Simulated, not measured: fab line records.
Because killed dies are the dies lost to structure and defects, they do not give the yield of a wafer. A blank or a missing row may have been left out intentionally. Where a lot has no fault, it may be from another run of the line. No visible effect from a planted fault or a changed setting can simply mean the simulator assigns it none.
Split-lot study    flow berkeleyCmos170    on a route of 331 steps: 5 lots, 23 wafers read

## THE SPLIT ITSELF
At UCB170_V1_CMP_02 (polishes SiO2), the setting leaveAboveRefNm was moved away from the recipe's 1000 nm on 4 of the 23 wafers read, by -2.2% to +4.2%. For the rest of the wafers, this setting stayed at what the recipe calls for.

The file shows no step between the split and the reading.

## THE READING
Values of V1_POLISHED_THK in nm from UCB170_V1_THK_MEAS_04. A value of 999.8 nm with a standard deviation of 1.2 nm is what fault-free wafers of this fab line usually give.

wafer   tool, chamber at the split  leaveAboveRefNm as run, nm  against the recipe  V1_POLISHED_THK, nm  against lot-mates on the recipe
L078.1  cmp-01, 0                   1000                        recipe              999.9                -
L078.3  cmp-01, 2                   1000                        recipe              998.3                -
L078.4  cmp-01, 3                   1000                        recipe              998.2                -
L079.1  cmp-02, 2,3,2               1000                        recipe              1000.1               -
L079.2  cmp-02, 2,3,2               1000                        recipe              999.1                -
L079.4  cmp-02, 0                   1000                        recipe              1001.5               -
L079.5  cmp-02, 2,3,2               1000                        recipe              998.8                -
L079.6  cmp-02, 1                   1000                        recipe              999.6                -
L083.1  cmp-02, 3                   977.6                       -2.2%               977.7                -22.5
L083.3  cmp-02, 0                   1000                        recipe              1000.5               -
L083.4  cmp-02, 1                   977.6                       -2.2%               977.1                -23.1
L083.5  cmp-02, 3                   1000                        recipe              1000.5               -
L083.6  cmp-02, 2                   1000                        recipe              999.7                -
L081.1  cmp-01, 0                   1000                        recipe              1001.7               -
L081.3  cmp-01, 3                   1000                        recipe              999.1                -
L081.4  cmp-01, 2                   1000                        recipe              999.7                -
L081.5  cmp-01, 3                   1042                        +4.2%               1041.3               +41.1
L081.6  cmp-01, 2                   1042                        +4.2%               1041.2               +41.0
L085.1  cmp-01, 3                   1000                        recipe              1000.3               -
L085.2  cmp-01, 2                   1000                        recipe              999.6                -
L085.4  cmp-01, 1,0,1               1000                        recipe              999.9                -
L085.5  cmp-01, 1,0,1               1000                        recipe              1000.6               -
L085.6  cmp-01, 1,0,1               1000                        recipe              1002.5               -
Rows listing several chambers each stand for several wafers; the file does not say which wafer went through which chamber.

THE FIT
A straight line over all 23 wafers: V1_POLISHED_THK changes by +9.89 nm for each +1% of leaveAboveRefNm; r = +1.00; the points scatter about the line by 1 nm.
The same after taking each lot's own level away (the mean of its wafers on the recipe; 23 wafers): +9.88 nm for each +1%; r = +1.00; scatter 0.9 nm.
According to that fit, moving leaveAboveRefNm by its largest amount changes the reading by 42 nm.
Across the lots, their own levels run from 998.80 to 1000.58 nm, a range of 1.5 times the standard deviation given above.
The two slopes are in agreement: the lot-to-lot level therefore moves the slope only a little.
Check: +41.6 nm against its lot-mates is what the line predicts for one of the wafers moved furthest among these (+4.2%) when that wafer is left out of the fit. Against them it came out at +41.1 nm.

## OTHER SPLITS ON THESE WAFERS
Other splits were also applied to these wafers ahead of the reading. Each is held against what the fit with the lots' levels taken away leaves over:
other split on the same wafers    wafers away from the commonest value  r with V1_POLISHED_THK (lot level and that fit taken away)
UCB170_PSD_IMPLANT_08 energyKev   5                                     -0.06
UCB170_BACKSIDE_COAT_01 spinRpm   7                                     -0.10
UCB170_CONTACT_CVD_01 o2FlowSccm  10                                    +0.10
UCB170_M1_COAT_04 resistThkNm     5                                     +0.14

## THE WHOLE CHAIN: every reading that the file lists as answering this split, in the file's order
step                   what it does                                                               reading                                                                   change (the file's fit)               r (the file's)
UCB170_V1_CMP_02       polishes SiO2                                                              SiO2_of_V1_CVD_00.thkNm (the simulator's own value, which no gauge read)  +9.84 nm for each +1% of the setting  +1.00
UCB170_V1_THK_MEAS_04                                                                             V1_POLISHED_THK                                                           +9.87 for each +1% of the setting     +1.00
UCB170_V1_ETCH_14      etches SiO2 in CHF3/CF4/Ar, stops on Al, target depth 1250 nm, time 291 s  V1.featureDepthNm (the simulator's own value, which no gauge read)        +9.87 nm for each +1% of the setting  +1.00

## FILE'S OWN FIT
V1_POLISHED_THK changes by +9.87 nm for each +1% of leaveAboveRefNm, r = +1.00.
